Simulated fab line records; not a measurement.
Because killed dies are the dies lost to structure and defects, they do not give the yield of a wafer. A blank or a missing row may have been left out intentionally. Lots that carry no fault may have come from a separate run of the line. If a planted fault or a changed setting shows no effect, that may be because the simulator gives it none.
Matching of chambers | flow rit_cmos | rie_diel-03 running RIT_ACTIVE_ETCH_13: 4 sister chambers
The step etches Si3N4 in SF6, stops on SiO2, time 210 s, target depth 210 nm. 16 wafers are shown with their chamber, then 8 later ones without.

EACH WAFER AND ITS CHAMBER
wafer  | chamber | throttle_valve_pct (%) | oes_product_au (a.u.) | rf_fwd_power_W (W)
L608.1 | 1       | 7.54                   | 0.832                 | 124.5
L608.2 | 3       | 7.53                   | 0.824                 | 124.5
L608.5 | 1       | 7.54                   | 0.834                 | 124.1
L611.2 | 3       | 7.53                   | 0.815                 | 124.7
L611.3 | 2       | 7.42                   | 0.816                 | 125.1
L611.5 | 0       | 7.57                   | 0.839                 | 125.2
L612.1 | 2       | 7.42                   | 0.818                 | 124.8
L612.3 | 3       | 7.52                   | 0.817                 | 124.4
L612.4 | 0       | 7.56                   | 0.845                 | 124.2
L613.1 | 3       | 7.53                   | 0.826                 | 124.6
L613.4 | 3       | 7.52                   | 0.818                 | 124.5
L613.6 | 2       | 7.42                   | 0.809                 | 124.7
L614.2 | 1       | 7.56                   | 0.803                 | 124.2
L614.4 | 0       | 7.55                   | 0.835                 | 124.3
L614.6 | 3       | 7.53                   | 0.820                 | 124.8
L618.1 | 0       | 7.55                   | 0.831                 | 124.3

SIGNATURES, as means of the wafers listed above
reading            | chamber 0 | chamber 1 | chamber 2 | chamber 3 | scatter within a chamber
throttle_valve_pct | 7.5575    | 7.5467    | 7.4200    | 7.5267    | 0.0075
oes_product_au     | 0.83750   | 0.82300   | 0.81433   | 0.82000   | 0.00838
rf_fwd_power_W     | 124.500   | 124.267   | 124.867   | 124.583   | 0.28
Rule: for each reading, subtract the chamber's mean from the wafer's reading, divide by that reading's scatter and square the result; add these up over the readings and take the root, which gives the wafer's distance from the chamber. The wafer belongs to the nearest chamber; if the next one is less than 2 further off, it can't be placed. The scatter is the square root of a quotient: the sum, over the shown wafers, of each reading's squared deviation from its chamber's mean, divided by wafers minus chambers.

WAFERS WITH NO CHAMBER GIVEN
wafer  | throttle_valve_pct (%) | oes_product_au (a.u.) | rf_fwd_power_W (W)
L618.3 | 7.53                   | 0.792                 | 124.4
L618.5 | 7.42                   | 0.818                 | 124.9
L629.2 | 7.42                   | 0.802                 | 123.7
L629.3 | 7.54                   | 0.794                 | 124.6
L629.4 | 7.53                   | 0.818                 | 124.4
L630.1 | 7.55                   | 0.832                 | 124.8
L630.3 | 7.53                   | 0.817                 | 125.1
L630.5 | 7.53                   | 0.821                 | 124.4

THE CHAMBER EACH PASSED THROUGH
wafer  | from the rows above          | in truth
L618.3 | can't be placed: 3 or 1      | 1
L618.5 | 2                            | 2
L629.2 | 2                            | 2
L629.3 | can't be placed: 3 or 1      | 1
L629.4 | can't be placed: 3 or 1      | 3
L630.1 | can't be placed: 0 or 1 or 3 | 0
L630.3 | can't be placed: 3 or 1      | 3
L630.5 | can't be placed: 3 or 1      | 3
Placed correctly: 2 of 8. From these rows, 6 cannot be placed; in 6 the true chamber is one of the candidates. Number placed wrongly: 0.
